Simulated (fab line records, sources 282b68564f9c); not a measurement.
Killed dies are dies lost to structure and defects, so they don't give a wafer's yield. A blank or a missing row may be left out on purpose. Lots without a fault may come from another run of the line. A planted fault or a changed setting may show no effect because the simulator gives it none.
fab line records | flow rit_cmos
record lots=6 wafers=18 last_day=7
route steps=202 shown NLDD@110 PLDD@114 SPACER@125 NSD@131 PSD@142 M1@202
lots that met no fault: from a run of the same line without faults
start_h: hours from the record's first day to the start of the lot's first wafer shown | wait_h: hours since the lot's step before | " the same as in the row above | L1.1+2: a row that stands for several wafers | - no value, or no start given | * or withheld: withheld | < > ~ a bound
route shown NAME@n: a module of which the file shows steps, and the number in the route of the first | usual: mean/standard deviation of fault-free wafers | same: alike in all rows | chamber/n: place in a boat | sites: the reading at each site | _std_site: their standard deviation | _edge_site: outer sites' mean less inner sites' | radius_mm: how far each site lies from the wafer's centre | mask NAME#n: copy n | behind: the tool/chamber that last shaped the wafer | hold: why the lot was held/for how many hours/how that ended | device: the transistor (n, p or np) that didn't switch | end of line: the same wafers' tests at the end of the route | a step without rows: its recipe alone | killed: dies lost to structure and defects at the first sort, not the wafer's yield | map: a wafer's dies, x killed, . not, _ none there
set.NAME: the setting as run; set.NAME@STEP: as run at that earlier step | model.NAME: the simulator's own value behind a step, which no gauge read
lots at some steps of the route; a table a step, a row a wafer
services: from which hour (start_h, from the record's first day; less than 0 if before it) a tool's chamber was out of use, for how many hours, and why
## steps
# step RIT_NLDD_HARDBAKE_07
# recipe resist=NOVOLAK temp_c=140 time_s=60
# step RIT_NLDD_IMPLANT_08
# recipe species=P energy_kev=20 dose_cm2=4.967e+14 tilt_deg=7
# step RIT_NLDD_STRIP_09
# recipe chemistry=O2 time_s=180 resist=NOVOLAK platen_temp_c=withheld power_w=500 pressure_mtorr=4000 o2_flow_sccm=4000
# usual drypump_motor_current_A=5.4/0.33
# columns lot.wafer tool chamber start_h wait_h drypump_motor_current_A rf_hours_counter_h
L798.4 plasma_asher-01 0 57.02 0.1 5.0 -
L798.5 " 0 " " 5.0 -
L798.6 " 1 " " 4.9 -
L812.1 plasma_asher-01 1 135.39 0.1 4.9 49
L812.3 " 1 " " 4.8 -
L812.5 " 1 " " 4.9 -
L814.1 plasma_asher-02 1 142.96 0.1 5.3 54
L814.2 " 0 " " 5.3 54
L814.6 " 1 " " 5.3 -
L816.1 plasma_asher-02 0 147.32 0.1 5.3 55
L816.4 " 1 " " 5.3 -
L816.6 " 1 " " 5.3 -
L815.2 plasma_asher-03 0 147.56 0.1 5.9 32
L815.4 " 0 " " 5.9 -
L815.6 " 1 " " 5.7 -
L818.2 plasma_asher-01 1 160.43 0.1 4.8 52
L818.5 " 1 " " 4.9 -
L818.6 " 0 " " 5.0 -
# step RIT_NLDD_TW_MEAS_10
# usual NLDD_TW=2497/15
# columns lot.wafer tool chamber start_h wait_h NLDD_TW
L798.4 film_metro-02 - 57.16 0.1 2511
L798.5 " - " " 2509
L798.6 " - " " 2501
L812.1 film_metro-02 - 135.57 0.1 2503
L812.3 " - " " 2493
L812.5 " - " " 2490
L814.1 film_metro-03 - 143.14 0.1 2509
L814.2 " - " " 2499
L814.6 " - " " 2510
L816.1 film_metro-03 - 147.50 0.1 2524
L816.4 " - " " 2512
L816.6 " - " " 2522
L815.2 film_metro-04 - 147.75 0.1 2481
L815.4 " - " " 2481
L815.6 " - " " 2467
L818.2 film_metro-02 - 160.62 0.1 2518
L818.5 " - " " 2512
L818.6 " - " " 2518
# step RIT_PLDD_HMDS_00
# recipe prime_time_s=60 prime_temp_c=140
# step RIT_PLDD_COAT_01
# recipe resist=NOVOLAK spin_rpm=3250 resist_thk_nm=1000
# step RIT_PLDD_SOFTBAKE_02
# recipe resist=NOVOLAK temp_c=90 time_s=60
# step RIT_PLDD_EXPOSE_03
# recipe mask_id=M8 na=0.57 target_cd_nm=40900 dose_mj=250
# step RIT_PLDD_PEB_04
# recipe resist=NOVOLAK temp_c=withheld time_s=withheld
# step RIT_PLDD_DEVELOP_05
# recipe resist=NOVOLAK develop_time_s=50 dev_temp_c=23
# step RIT_PLDD_OVL_MEAS_06
# usual PLDD_OVL=-0.5/1.2
# columns lot.wafer tool chamber start_h wait_h PLDD_OVL[nm]
L798.4 overlay-02 - 58.29 - -1.3
L798.5 " - " " 1.0
L798.6 " - " " -1.5
L812.1 overlay-02 - 136.48 - -1.3
L812.3 " - " " -0.5
L812.5 " - " " -1.2
L814.1 overlay-02 - 144.17 - 0.4
L814.2 " - " " -1.3
L814.6 " - " " 1.7
L816.1 overlay-02 - 148.60 - -2.2
L816.4 " - " " -1.2
L816.6 " - " " 0.7
L815.2 overlay-02 - 148.89 - 0.0
L815.4 " - " " 0.1
L815.6 " - " " -1.4
L818.2 overlay-02 - 161.53 - -0.8
L818.5 " - " " 0.6
L818.6 " - " " -1.6
# step RIT_PLDD_HARDBAKE_07
# recipe resist=NOVOLAK temp_c=140 time_s=60
# step RIT_PLDD_IMPLANT_08
# recipe species=BF2 energy_kev=20 dose_cm2=9e+14 tilt_deg=7
# usual beam_energy_keV=20.000/0.0057
# same implant_ion_amu=49
# columns lot.wafer tool chamber start_h wait_h beam_energy_keV model.implant.rp_nm model.implant.drp_nm
L798.4 implanter-03 0 58.61 0.1 19.995 17.78 9.752
L798.5 " 0 " " 20.010 17.78 9.752
L798.6 " 0 " " 20.001 17.78 9.752
L812.1 implanter-01 0 136.66 0.1 20.006 17.2 9.752
L812.3 " 0 " " 20.010 17.2 9.752
L812.5 " 0 " " 19.998 17.2 9.752
L814.1 implanter-01 0 144.36 0.1 19.992 17.48 9.752
L814.2 " 0 " " 19.994 17.48 9.752
L814.6 " 0 " " 19.996 17.48 9.752
L816.1 implanter-03 0 149.03 0.1 14.005 12.91 7.585
L816.4 " 0 " " 13.996 12.91 7.585
L816.6 " 0 " " 13.998 12.91 7.585
L815.2 implanter-01 0 149.14 0.1 20.001 17.47 9.752
L815.4 " 0 " " 20.003 17.47 9.752
L815.6 " 0 " " 20.002 17.47 9.752
L818.2 implanter-03 0 161.73 0.1 13.998 13.08 7.585
L818.5 " 0 " " 13.991 13.08 7.585
L818.6 " 0 " " 14.006 13.08 7.585
# step RIT_PLDD_STRIP_09
# recipe chemistry=O2 time_s=180 resist=NOVOLAK platen_temp_c=withheld power_w=500 pressure_mtorr=4000 o2_flow_sccm=4000
# usual drypump_motor_current_A=5.56/0.26
# columns lot.wafer tool chamber start_h wait_h drypump_motor_current_A rf_hours_counter_h
L798.4 plasma_asher-03 0 58.75 0.1 5.89 -
L798.5 " 1 " " 5.66 -
L798.6 " 0 " " 5.89 -
L812.1 plasma_asher-02 1 136.81 0.1 5.32 53
L812.3 " 0 " " 5.32 -
L812.5 " 0 " " 5.32 -
L814.1 plasma_asher-03 1 144.51 0.1 5.70 32
L814.2 " 0 " " 5.90 32
L814.6 " 1 " " 5.69 -
L816.1 plasma_asher-04 1 149.18 0.1 5.27 3
L816.4 " 1 " " 5.29 -
L816.6 " 0 " " 5.90 -
L815.2 plasma_asher-03 0 149.27 0.1 5.88 32
L815.4 " 0 " " 5.87 -
L815.6 " 0 " " 5.87 -
L818.2 plasma_asher-02 1 161.86 0.1 5.31 57
L818.5 " 0 " " 5.32 -
L818.6 " 1 " " 5.37 -
# step RIT_PLDD_TW_MEAS_10
# usual PLDD_TW=2361/15
# columns lot.wafer tool chamber start_h wait_h PLDD_TW
L798.4 film_metro-04 - 58.89 0.1 2329
L798.5 " - " " 2333
L798.6 " - " " 2319
L812.1 film_metro-04 - 136.99 0.1 2352
L812.3 " - " " 2330
L812.5 " - " " 2349
L814.1 film_metro-04 - 144.69 0.1 2337
L814.2 " - " " 2334
L814.6 " - " " 2332
L816.1 film_metro-03 - 149.36 0.1 2152
L816.4 " - " " 2156
L816.6 " - " " 2156
L815.2 film_metro-02 - 149.45 0.1 2366
L815.4 " - " " 2368
L815.6 " - " " 2366
L818.2 film_metro-03 - 162.04 0.1 2151
L818.5 " - " " 2158
L818.6 " - " " 2151
# step RIT_SPACER_CLEAN_00
# recipe chemistry=SC1 mix=3:3:50 time_s=600 temp_c=75
# step RIT_SPACER_CLEAN_01
# recipe chemistry=dHF dilution=50:1 time_s=30
# step RIT_SPACER_CLEAN_02
# recipe chemistry=SC2 mix=3:3:50 time_s=600 temp_c=75 dry=n2_spin
# step RIT_SPACER_CVD_03
# recipe material=Si3N4 target_thk_nm=250 temp_c=810 precursor=SiH2Cl2/NH3 time_s=3300 pressure_mtorr=300 sih2cl2_flow_sccm=57.16 nh3_flow_sccm=150
# step RIT_SPACER_THK_MEAS_04
# recipe reads=Si3N4_of_SPACER_CVD_03
# usual SPACER_NITRIDE_THK=245.8/2.7
# columns lot.wafer tool chamber start_h wait_h SPACER_NITRIDE_THK[nm]
L798.4 film_metro-02 - 61.48 0.0 247.9
L798.5 " - " " 248.1
L798.6 " - " " 248.0
L812.1 film_metro-02 - 139.33 0.0 241.5
L812.3 " - " " 241.1
L812.5 " - " " 240.1
L814.1 film_metro-03 - 147.04 0.0 248.2
L814.2 " - " " 246.0
L814.6 " - " " 248.3
L816.1 film_metro-01 - 151.70 0.0 246.3
L816.4 " - " " 247.4
L816.6 " - " " 248.6
L815.2 film_metro-03 - 151.81 0.0 243.3
L815.4 " - " " 240.0
L815.6 " - " " 239.4
L818.2 film_metro-03 - 164.42 0.0 247.4
L818.5 " - " " 246.8
L818.6 " - " " 246.2
# step RIT_SPACER_ETCHBACK_05
# recipe target_depth_a=2500 SF6_flow_sccm=30 CHF3_flow_sccm=30 target=Si3N4 chemistry=SF6/CHF3 pressure_mtorr=40 rf_w=250 time_s=240 stop_on=SiO2
# usual CHF3_flow_sccm=30.00/0.089 drypump_motor_current_A=5.7/0.45 oes_product_au=0.833/0.016 throttle_valve_pct=10.29/0.15
# columns lot.wafer tool chamber start_h wait_h CHF3_flow_sccm drypump_motor_current_A oes_product_au rf_hours_counter_h throttle_valve_pct
L798.4 rie_diel-04 1 61.51 0.0 29.95 6.2 0.815 121 10.22
L798.5 " 1 " " 29.87 6.2 0.817 - 10.24
L798.6 " 0 " " 29.91 4.8 0.833 - 10.55
L812.1 rie_diel-04 2 139.39 0.1 30.12 6.3 0.824 4 10.32
L812.3 " 3 " " 30.06 5.9 0.818 131 10.18
L812.5 " 3 " " 30.13 5.9 0.816 - 10.17
L814.1 rie_diel-02 0 147.10 0.1 29.96 5.8 0.828 39 10.19
L814.2 " 1 " " 30.02 5.2 0.847 71 10.23
L814.6 " 3 " " 30.08 6.0 0.849 - 10.56
L816.1 rie_diel-03 1 151.76 0.1 30.02 6.2 0.826 85 10.48
L816.4 " 2 " " 30.11 5.8 0.840 106 10.35
L816.6 " 1 " " 30.30 6.2 0.827 - 10.48
L815.2 rie_diel-04 2 151.86 0.0 30.02 6.3 0.817 5 10.32
L815.4 " 1 " " 30.04 6.2 0.797 123 10.23
L815.6 " 1 " " 30.02 6.2 0.802 - 10.21
L818.2 rie_diel-04 3 164.47 0.0 30.17 5.9 0.827 131 10.18
L818.5 " 3 " " 30.02 5.9 0.829 - 10.18
L818.6 " 0 " " 29.97 4.7 0.821 - 10.55
# step RIT_NSD_HMDS_00
# recipe prime_time_s=60 prime_temp_c=140
# step RIT_NSD_COAT_01
# recipe resist=NOVOLAK spin_rpm=3250 resist_thk_nm=1000
# step RIT_NSD_SOFTBAKE_02
# recipe resist=NOVOLAK temp_c=90 time_s=60
# step RIT_NSD_EXPOSE_03
# recipe mask_id=M9 na=0.57 target_cd_nm=40700 dose_mj=250
# step RIT_NSD_PEB_04
# recipe resist=NOVOLAK temp_c=withheld time_s=withheld
# step RIT_NSD_DEVELOP_05
# recipe resist=NOVOLAK develop_time_s=50 dev_temp_c=23
# step RIT_NSD_OVL_MEAS_06
# usual NSD_OVL=0.8/1.5
# columns lot.wafer tool chamber start_h wait_h NSD_OVL[nm]
L798.4 overlay-02 - 62.65 - -0.7
L798.5 " - " " 0.8
L798.6 " - " " 1.0
L812.1 overlay-01 - 140.52 - -0.6
L812.3 " - " " -0.9
L812.5 " - " " 1.6
L814.1 overlay-02 - 148.19 - 2.8
L814.2 " - " " 2.1
L814.6 " - " " 2.0
L816.1 overlay-02 - 152.97 - -0.8
L816.4 " - " " -0.1
L816.6 " - " " -0.6
L815.2 overlay-01 - 153.05 - 0.3
L815.4 " - " " -0.7
L815.6 " - " " 0.1
L818.2 overlay-01 - 165.47 - 2.0
L818.5 " - " " 2.3
L818.6 " - " " 3.9
# step RIT_NSD_HARDBAKE_07
# recipe resist=NOVOLAK temp_c=140 time_s=60
# step RIT_NSD_IMPLANT_08
# recipe species=P energy_kev=25.33 dose_cm2=1e+15 tilt_deg=7
# step RIT_NSD_STRIP_09
# recipe chemistry=O2 time_s=180 resist=NOVOLAK platen_temp_c=withheld power_w=500 pressure_mtorr=4000 o2_flow_sccm=4000
# usual drypump_motor_current_A=5.3/0.42
# columns lot.wafer tool chamber start_h wait_h drypump_motor_current_A rf_hours_counter_h
L798.4 plasma_asher-03 0 63.03 0.1 5.9 -
L798.5 " 0 " " 5.9 -
L798.6 " 1 " " 5.7 -
L812.1 plasma_asher-03 0 140.96 0.1 5.9 31
L812.3 " 1 " " 5.7 -
L812.5 " 1 " " 5.7 -
L814.1 plasma_asher-04 1 148.64 0.1 5.3 3
L814.2 " 0 " " 6.0 3
L814.6 " 0 " " 5.9 -
L816.1 plasma_asher-01 1 153.31 0.1 4.9 51
L816.4 " 1 " " 4.9 -
L816.6 " 1 " " 4.9 -
L815.2 plasma_asher-04 0 153.38 0.1 6.0 4
L815.4 " 1 " " 5.3 -
L815.6 " 0 " " 5.9 -
L818.2 plasma_asher-03 0 165.80 0.1 5.8 34
L818.5 " 0 " " 5.9 -
L818.6 " 1 " " 5.6 -
# step RIT_NSD_TW_MEAS_10
# usual NSD_TW=3144/22
# columns lot.wafer tool chamber start_h wait_h NSD_TW
L798.4 film_metro-04 - 63.18 0.1 3121
L798.5 " - " " 3089
L798.6 " - " " 3122
L812.1 film_metro-02 - 141.14 0.1 3119
L812.3 " - " " 3148
L812.5 " - " " 3130
L814.1 film_metro-04 - 148.81 0.1 3130
L814.2 " - " " 3117
L814.6 " - " " 3123
L816.1 film_metro-04 - 153.48 0.1 3126
L816.4 " - " " 3134
L816.6 " - " " 3118
L815.2 film_metro-03 - 153.57 0.1 3169
L815.4 " - " " 3167
L815.6 " - " " 3179
L818.2 film_metro-02 - 165.99 0.1 3154
L818.5 " - " " 3159
L818.6 " - " " 3162
# step RIT_PSD_HMDS_00
# recipe prime_time_s=60 prime_temp_c=140
# step RIT_PSD_COAT_01
# recipe resist=NOVOLAK spin_rpm=3250 resist_thk_nm=1000
# step RIT_PSD_SOFTBAKE_02
# recipe resist=NOVOLAK temp_c=90 time_s=60
# step RIT_PSD_EXPOSE_03
# recipe mask_id=M10 na=0.57 target_cd_nm=40900 dose_mj=250
# step RIT_PSD_PEB_04
# recipe resist=NOVOLAK temp_c=withheld time_s=withheld
# step RIT_PSD_DEVELOP_05
# recipe resist=NOVOLAK develop_time_s=50 dev_temp_c=23
# step RIT_PSD_OVL_MEAS_06
# usual PSD_OVL=0.6/1.2
# columns lot.wafer tool chamber start_h wait_h PSD_OVL[nm]
L798.4 overlay-01 - 64.38 - 1.9
L798.5 " - " " 2.3
L798.6 " - " " 2.7
L812.1 overlay-02 - 142.26 - 3.7
L812.3 " - " " 0.1
L812.5 " - " " 0.2
L814.1 overlay-01 - 150.00 - 1.5
L814.2 " - " " 0.2
L814.6 " - " " 1.7
L816.1 overlay-01 - 154.52 - 0.3
L816.4 " - " " 1.6
L816.6 " - " " 0.2
L815.2 overlay-02 - 154.65 - 0.8
L815.4 " - " " -0.1
L815.6 " - " " 0.4
L818.2 overlay-01 - 167.02 - 0.9
L818.5 " - " " 0.8
L818.6 " - " " 1.3
# step RIT_PSD_HARDBAKE_07
# recipe resist=NOVOLAK temp_c=140 time_s=60
# step RIT_PSD_IMPLANT_08
# recipe species=BF2 energy_kev=27 dose_cm2=5e+15 tilt_deg=7
# step RIT_PSD_STRIP_09
# recipe chemistry=O2 time_s=180 resist=NOVOLAK platen_temp_c=withheld power_w=500 pressure_mtorr=4000 o2_flow_sccm=4000
# usual drypump_motor_current_A=5.4/0.34
# columns lot.wafer tool chamber start_h wait_h drypump_motor_current_A rf_hours_counter_h
L798.4 plasma_asher-02 1 64.77 0.1 5.3 -
L798.5 " 0 " " 5.4 -
L798.6 " 1 " " 5.3 -
L812.1 plasma_asher-01 0 142.60 0.1 5.0 50
L812.3 " 0 " " 5.0 -
L812.5 " 0 " " 5.0 -
L814.1 plasma_asher-02 0 150.34 0.1 5.3 55
L814.2 " 1 " " 5.3 55
L814.6 " 1 " " 5.4 -
L816.1 plasma_asher-01 0 154.94 0.1 5.0 51
L816.4 " 1 " " 4.9 -
L816.6 " 1 " " 4.9 -
L815.2 plasma_asher-04 0 155.09 0.1 5.9 4
L815.4 " 1 " " 5.3 -
L815.6 " 0 " " 5.9 -
L818.2 plasma_asher-02 1 167.54 0.1 5.4 57
L818.5 " 1 " " 5.3 -
L818.6 " 0 " " 5.3 -
# step RIT_SDANNEAL_RS_MEAS_06
# recipe thk_meas_gauge=four-point-probe
# usual PLDD_RS=178.8/0.47
# columns lot.wafer tool chamber start_h wait_h PLDD_RS[ohm/sq]
L798.4 film_metro-03 - 65.67 0.1 178.7
L798.5 " - " " 178.9
L798.6 " - " " 179.2
L812.1 film_metro-02 - 143.51 0.1 178.9
L812.3 " - " " 178.9
L812.5 " - " " 179.0
L814.1 film_metro-02 - 151.43 0.1 179.3
L814.2 " - " " 178.9
L814.6 " - " " 179.3
L816.1 film_metro-03 - 156.02 0.1 202.5
L816.4 " - " " 202.1
L816.6 " - " " 202.9
L815.2 film_metro-02 - 156.20 0.1 179.3
L815.4 " - " " 179.6
L815.6 " - " " 179.3
L818.2 film_metro-02 - 168.48 0.1 202.9
L818.5 " - " " 203.2
L818.6 " - " " 203.7
# step RIT_M1_PROBE_99
# usual killed_at_M0_to_M3=0.0/0.12 killed_at_contacts=0.1/0.25 killed_at_front_end=7/3.2 killed_dies=7/3.2 killed_open=3.5/2.2 killed_short=3.6/2.1
# same gross_dies=264 killed_at_M4_up=0 killed_at_back_side=0 killed_at_other=0
# columns lot.wafer tool chamber start_h wait_h killed_at_M0_to_M3 killed_at_contacts killed_at_front_end killed_dies killed_open killed_short
L818.2 prober-02 - 175.90 0.1 0 0 9 9 4 5
L818.5 prober-02 - 176.05 0.2 0 0 13 13 7 6
L818.6 prober-02 - 176.10 0.2 0 1 6 7 4 3
# killed by level:class
L818.2 GATE:geometric_particle:short=2 FOX1:geometric_particle:open=1 GATE:geometric_particle:open=1 REOX:geometric_particle:short=1 REOX:geometric_particle:open=1 SPACER:geometric_particle:short=1 SPACER:geometric_particle:open=1 SILICIDE:geometric_particle:short=1
L818.5 GATE:geometric_particle:open=3 REOX:geometric_particle:open=2 ACTIVE:geometric_particle:open=1 FOX1:geometric_particle:short=1 FOX1:geometric_particle:open=1 FOX2:geometric_particle:short=1 GATE:geometric_particle:short=1 REOX:geometric_particle:short=1
L818.6 FOX1:geometric_particle:open=2 GATE:geometric_particle:short=1 REOX:geometric_particle:open=1 SPACER:geometric_particle:short=1 SILICIDE:geometric_particle:short=1 CONTACT:geometric_particle:open=1
## services
# columns tool chamber start_h hours kind
plasma_asher-04 - 43.51 3.7 repair
rie_diel-02 2 47.65 16.1 repair
implanter-03 - 50.85 3.1 repair
plasma_asher-04 - 51.11 3.1 repair
implanter-03 - 51.98 1.2 repair
rie_diel-04 2 62.58 1.5 repair
implanter-01 - 66.67 3.3 pm
implanter-03 - 67.06 5.6 pm
plasma_asher-03 - 69.14 3.4 repair
plasma_asher-04 - 77.09 1.1 repair
implanter-01 - 92.11 1.5 repair
implanter-01 - 98.33 10.6 repair
rie_diel-03 2 99.34 4.8 repair
rie_diel-04 3 103.86 3.8 repair
rie_diel-03 - 105.01 0.9 repair
implanter-03 - 106.03 3.0 repair
plasma_asher-04 - 108.75 9.0 pm
rie_diel-02 3 121.40 9.6 repair
plasma_asher-03 - 121.61 15.6 pm
implanter-01 - 124.51 4.6 pm
implanter-03 - 128.25 2.3 repair
plasma_asher-04 - 131.12 4.3 pm
plasma_asher-03 - 146.76 0.7 repair
plasma_asher-01 - 160.90 2.8 pm
## key
first_sign step=RIT_PLDD_IMPLANT_08 reading=beam_energy_keV direction=down sigmas=99+ usual=20.000 struck=13.999
effect step=RIT_PLDD_TW_MEAS_10 reading=PLDD_TW direction=down sigmas=14 usual=2361 struck=2154
effect step=RIT_SDANNEAL_RS_MEAS_06 reading=PLDD_RS direction=up sigmas=51 usual=178.8 struck=202.9
model_effect step=RIT_PLDD_IMPLANT_08 value=implant.rp_nm without=17.19 struck=13
met_at RIT_PLDD_IMPLANT_08
struck_wafers L816.1,L816.4,L816.6,L818.2,L818.5,L818.6
tester_left_out L816,L818
onset_between 58.61 149.03
fault kind=process_parameter_drift tool=implanter-03 chamber=- onset_h=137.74 steps=RIT_PLDD_IMPLANT_08 channel=energy_kev offset=-6 shape=step end_h=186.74 acts_in=these_recipes_only stated=20
# tester_left_out: of these lots the tester's yield and bins aren't shown, on N5 and GAA mostly nor the transistor test; their killed dies are dies lost to structure and defects alone, not to doping, threshold or leakage, so they don't give the yield
